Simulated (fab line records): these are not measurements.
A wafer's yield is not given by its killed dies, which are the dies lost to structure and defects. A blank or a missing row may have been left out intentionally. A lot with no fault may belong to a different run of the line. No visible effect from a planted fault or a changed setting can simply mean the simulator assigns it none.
The tool behind it: which one? | flow rit_cmos | Sampling: 13 lots, 39 wafers, 7 of 202 route steps

## WHAT THE GAUGES SHOWED, per wafer
RIT_ACTIVE_BOW_MEAS_00. Usual: for INCOMING_BOW the level is -1 um and the standard deviation is 6.2.
lot  | measured    | on            | INCOMING_BOW (um) | flag
L819 | day 1 15:00 | film_metro-01 | 6 6 2             |
L821 | day 2 01:00 | film_metro-03 | -2 20 -13         |
L822 | day 2 06:01 | film_metro-01 | 2 1 -5            |
L823 | day 2 11:00 | film_metro-03 | 2 4 -4            |
L824 | day 2 16:02 | film_metro-03 | -4 -6 5           |
L825 | day 2 21:01 | film_metro-02 | -8 -3 -7          |
L827 | day 3 07:00 | film_metro-01 | 3 0 -5            |
L828 | day 3 12:00 | film_metro-03 | -3 -5 -1          |
L829 | day 3 17:01 | film_metro-02 | -3 0 5            |
L832 | day 4 08:02 | film_metro-03 | 1 6 -2            |
L833 | day 4 13:01 | film_metro-02 | -1 -1 -16         |
L834 | day 4 18:01 | film_metro-02 | 5 -6 3            |
L840 | day 6 00:00 | film_metro-02 | 0 0 -1            |

RIT_PWELL_OVL_MEAS_06. Usual: for PWELL_OVL the level is -0.6 nm and the standard deviation is 1.4.
lot  | measured    | on         | PWELL_OVL (nm) | flag
L819 | day 2 03:35 | overlay-01 | 0.0 -0.8 -1.4  |
L821 | day 2 12:51 | overlay-01 | -1.1 -0.9 -0.6 |
L822 | day 2 17:59 | overlay-02 | 0.4 1.0 1.9    |
L823 | day 2 22:55 | overlay-01 | -1.4 -2.1 -1.6 |
L824 | day 3 04:37 | overlay-02 | -2.4 -3.7 -0.5 |
L825 | day 3 09:17 | overlay-02 | -1.5 0.4 0.5   |
L827 | day 3 20:37 | overlay-02 | -0.1 -1.7 -1.3 |
L828 | day 4 03:01 | overlay-02 | -1.3 0.4 1.3   |
L829 | day 4 07:41 | overlay-01 | -2.2 0.4 -1.6  |
L832 | day 4 20:35 | overlay-01 | -0.2 -0.8 0.4  |
L833 | day 5 02:28 | overlay-02 | -1.9 -1.2 0.1  |
L834 | day 5 06:01 | overlay-02 | -2.3 -3.8 -2.4 |
L840 | day 6 12:44 | overlay-02 | -1.2 -0.1 -0.6 |

RIT_NLDD_OVL_MEAS_06. Usual: for NLDD_OVL the level is 0.1 nm and the standard deviation is 1.3.
lot  | measured    | on         | NLDD_OVL (nm)  | flag
L819 | day 3 01:22 | overlay-01 | -0.8 -1.6 0.2  |
L821 | day 3 08:50 | overlay-02 | 0.1 1.0 -0.7   |
L822 | day 3 14:04 | overlay-02 | 1.0 -1.8 0.0   |
L823 | day 3 19:38 | overlay-01 | -1.2 0.9 0.8   |
L824 | day 4 00:59 | overlay-02 | -0.6 -0.9 -0.5 |
L825 | day 4 10:20 | overlay-02 | -1.9 -0.4 -0.8 |
L827 | day 4 18:52 | overlay-02 | -0.1 0.5 0.6   |
L828 | day 4 22:23 | overlay-01 | 1.8 2.1 1.8    |
L829 | day 5 03:25 | overlay-02 | 1.9 2.6 1.3    |
L832 | day 5 15:02 | overlay-02 | - - -          | OFF
L833 | day 5 21:02 | overlay-01 | -0.7 -1.7 0.4  |
L834 | day 6 00:38 | overlay-01 | 0.1 -0.3 -1.1  |
L840 | day 7 06:50 | overlay-02 | 1.0 1.1 1.6    |

RIT_NLDD_TW_MEAS_10. Usual: for NLDD_TW the level is 2501 and the standard deviation is 43.
lot  | measured    | on            | NLDD_TW        | flag
L819 | day 3 01:53 | film_metro-01 | 2445 2453 2465 |
L821 | day 3 09:21 | film_metro-02 | 2484 2492 2498 |
L822 | day 3 14:35 | film_metro-01 | 2473 2454 2466 |
L823 | day 3 20:08 | film_metro-02 | 2480 2479 2489 |
L824 | day 4 01:30 | film_metro-01 | 2460 2470 2444 |
L825 | day 4 10:51 | film_metro-01 | 2464 2464 2464 |
L827 | day 4 19:23 | film_metro-03 | 2555 2556 2550 |
L828 | day 4 22:53 | film_metro-01 | 2453 2464 2457 |
L829 | day 5 04:01 | film_metro-02 | 2503 2513 2501 |
L832 | day 5 15:33 | film_metro-03 | 31 31 31       | OFF
L833 | day 5 21:43 | film_metro-01 | 2460 2468 2459 |
L834 | day 6 01:09 | film_metro-03 | 2579 2557 2555 |
L840 | day 7 07:21 | film_metro-01 | 2464 2442 2454 |

RIT_PLDD_TW_MEAS_10. Usual: for PLDD_TW the level is 2366 and the standard deviation is 42.
lot  | measured    | on            | PLDD_TW        | flag
L819 | day 3 03:32 | film_metro-03 | 2401 2383 2396 |
L821 | day 3 10:46 | film_metro-01 | 2314 2313 2313 |
L822 | day 3 16:11 | film_metro-03 | 2414 2399 2411 |
L823 | day 3 21:34 | film_metro-03 | 2396 2404 2399 |
L824 | day 4 02:55 | film_metro-01 | 2326 2325 2313 |
L825 | day 4 12:16 | film_metro-03 | 2394 2395 2395 |
L827 | day 4 20:48 | film_metro-03 | 2409 2404 2401 |
L828 | day 5 00:26 | film_metro-01 | 2321 2310 2322 |
L829 | day 5 05:38 | film_metro-02 | 2382 2356 2357 |
L832 | day 5 17:01 | film_metro-03 | 2953 2947 2971 | OFF
L833 | day 5 23:08 | film_metro-03 | 2410 2421 2422 |
L834 | day 6 02:41 | film_metro-01 | 2317 2298 2312 |
L840 | day 7 08:46 | film_metro-01 | 2318 2326 2323 |

## WHAT TOOL EACH LOT RAN ON (gives the tool, then ch and the chambers of the sampled wafers, and finally the start)
lot  | RIT_PRETRO_STRIP_09                 | RIT_NLDD_EXPOSE_03
L819 | plasma_asher-04 ch 0,1, day 2 12:46 | iline_stepper-01 ch 0, day 3 00:58
L821 | plasma_asher-02 ch 0,1, day 2 22:21 | iline_stepper-01 ch 0, day 3 08:26
L822 | plasma_asher-03 ch 0,1, day 3 02:58 | iline_stepper-01 ch 0, day 3 13:41
L823 | plasma_asher-03 ch 0,1, day 3 08:37 | iline_stepper-01 ch 0, day 3 19:13
L824 | plasma_asher-04 ch 0,1, day 3 13:32 | iline_stepper-01 ch 0, day 4 00:37
L825 | plasma_asher-04 ch 0,1, day 3 19:22 | iline_stepper-02 ch 0, day 4 09:57
L827 | plasma_asher-04 ch 0,1, day 4 07:58 | iline_stepper-02 ch 0, day 4 18:28
L828 | plasma_asher-02 ch 0,1, day 4 12:27 | iline_stepper-01 ch 0, day 4 21:59
L829 | plasma_asher-02 ch 0,1, day 4 17:12 | iline_stepper-02 ch 0, day 5 02:57
L832 | plasma_asher-04 ch 0,1, day 5 05:31 | iline_stepper-01 ch 0, day 5 14:40
L833 | plasma_asher-04 ch 0,1, day 5 11:24 | iline_stepper-02 ch 0, day 5 20:39
L834 | plasma_asher-04 ch 0,1, day 5 15:01 | iline_stepper-02 ch 0, day 6 00:14
L840 | plasma_asher-03 ch 0,1, day 6 21:39 | iline_stepper-01 ch 0, day 7 06:26
- RIT_PRETRO_STRIP_09: strips in O2, time 180 s.
- RIT_NLDD_EXPOSE_03: exposes mask M7, target cd 40700 nm.

## AS READ BY THE TOOLS THEMSELVES (means over the sampled wafers that have a number; for cases with no such wafer, the mark the record gives instead)
RIT_PRETRO_STRIP_09. Usual: drypump_motor_current_A 5.56 A, standard deviation 0.21; o2_flow_sccm 4001 sccm, standard deviation 12.
lot  | tool            | drypump_motor_current_A (A) | o2_flow_sccm (sccm) | flag
L819 | plasma_asher-04 | 5.45                        | 3991                |
L821 | plasma_asher-02 | 5.63                        | 3994                |
L822 | plasma_asher-03 | 5.72                        | 4014                |
L823 | plasma_asher-03 | 5.73                        | 4003                |
L824 | plasma_asher-04 | 5.33                        | 4005                |
L825 | plasma_asher-04 | 5.31                        | 4013                |
L827 | plasma_asher-04 | 5.31                        | 4006                |
L828 | plasma_asher-02 | 5.49                        | 4003                |
L829 | plasma_asher-02 | 5.51                        | 4007                |
L832 | plasma_asher-04 | 5.33                        | 4005                |
L833 | plasma_asher-04 | 5.44                        | 3999                |
L834 | plasma_asher-04 | 5.33                        | 4016                |
L840 | plasma_asher-03 | 5.73                        | 3993                |

## THE ANSWER, worked out from the rows above alone
Rule: take the mean of a lot's wafers that have a number; if it is more than 3 standard deviations from the usual mean, the lot is off. A lot without any number at a reading at which 4 lots or more have one is off too. All remaining lots with rows at the step are treated as sound. First the gauges in route order, then the tools' own readings, where a lot's mean is used as printed above. At the first step where some lot is off, the reading lying furthest off is the one used; lots without a number count as furthest.
Off: L832, at RIT_NLDD_OVL_MEAS_06 (NLDD_OVL). Without a number there: L832.
If a tool, at a process step before that reading, ran all the lots that are off and no sound lot after the first of them, it fits. The gauges at RIT_NLDD_OVL_MEAS_06 aren't tried: what is off there is off at RIT_NLDD_TW_MEAS_10 too, on other tools, and a gauge's error can't cause that. Not one of the candidates tried fits.

## WHAT THE SIMULATOR HAD PUT IN
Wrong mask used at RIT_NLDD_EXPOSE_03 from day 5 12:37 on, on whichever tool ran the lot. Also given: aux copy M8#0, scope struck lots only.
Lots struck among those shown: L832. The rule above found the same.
